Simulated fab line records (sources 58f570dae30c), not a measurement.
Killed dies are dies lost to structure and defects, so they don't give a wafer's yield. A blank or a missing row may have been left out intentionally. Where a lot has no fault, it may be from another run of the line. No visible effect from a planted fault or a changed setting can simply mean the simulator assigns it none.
2 desks, one fault + flow berkeleyCmos170 + only its own numbers are on each desk; what lay behind them is given at the end

METROLOGY DESK
What the gauges read for every lot (on any tool): the sampled wafers with a number, averaged. If a lot's mean is further than 4 standard deviations from the usual mean, the lot is out of limits and carries the mark OUT (the distance appears in the brackets).
Columns: A = CONTACT_PSG_THK at UCB170_CONTACT_THK_MEAS_02, usual 683 nm
| lot  | first seen here | A             |
|------|-----------------|---------------|
| L711 | day 8 18:20     | 683           |
| L712 | day 8 18:55     | 674           |
| L714 | day 9 03:46     | 683           |
| L713 | day 9 03:57     | 687           |
| L715 | day 9 05:32     | 683           |
| L717 | day 9 15:05     | 687           |
| L718 | day 9 15:29     | 673           |
| L720 | day 10 06:17    | 781 (+13) OUT |
| L719 | day 10 08:04    | 787 (+13) OUT |
| L721 | day 10 08:05    | 781 (+13) OUT |
| L722 | day 10 20:24    | 793 (+14) OUT |
| L729 | day 12 00:26    | 695           |
| L731 | day 12 12:23    | 689           |
| L733 | day 12 23:19    | 681           |
| L734 | day 13 12:12    | 677           |
This desk's result: L719, L720, L721, L722 out of limits, first on L720 (CONTACT_PSG_THK at UCB170_CONTACT_THK_MEAS_02), day 10 06:17. Within limits: L711, L712, L714, L713, L715, L717, L718, L729, L731, L733, L734.

DESK OF THE TOOL OWNER: lpcvd-01
The tool's own readings at UCB170_CONTACT_CVD_01 (deposits PSG from SiH4/O2/PH3, target thk 700 nm, time 2754 s): means of the sampled wafers that have a number, for each lot that ran on this tool. If a lot's mean is further than 4 standard deviations from the usual mean, the lot is out of limits and carries the mark OUT (the distance appears in the brackets).
Columns: A = spikeTcCentreC at UCB170_CONTACT_CVD_01, usual 452.5 C
| lot  | first seen here | A     |
|------|-----------------|-------|
| L711 | day 8 15:38     | 451.6 |
| L714 | day 9 01:59     | 452.0 |
| L715 | day 9 03:46     | 452.0 |
| L718 | day 9 13:42     | 451.6 |
| L720 | day 10 04:30    | 453.5 |
| L719 | day 10 06:17    | 452.9 |
| L721 | day 10 06:17    | 453.0 |
| L722 | day 10 18:37    | 452.5 |
Finding of this desk: none of the 8 lots has anything out of limits.

ALL TOGETHER
On L719, L720, L721, L722, the metrology desk was in a position to raise an alarm at day 10 06:17.
Nothing out of limits was seen by the tool owner's desk.
The tool owner's desk has L719, L720, L721, L722 on record, within its limits.
All the named lots went through UCB170_CONTACT_CVD_01 on lpcvd-01.

WHAT WAS PUT IN BY THE SIMULATOR
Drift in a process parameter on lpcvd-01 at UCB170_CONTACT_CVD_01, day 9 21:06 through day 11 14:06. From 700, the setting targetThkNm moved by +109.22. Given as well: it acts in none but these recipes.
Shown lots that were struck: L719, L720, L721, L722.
Per desk, hours elapsed from the start of the fault to the first reading out of limits: for the metrology desk, 9.
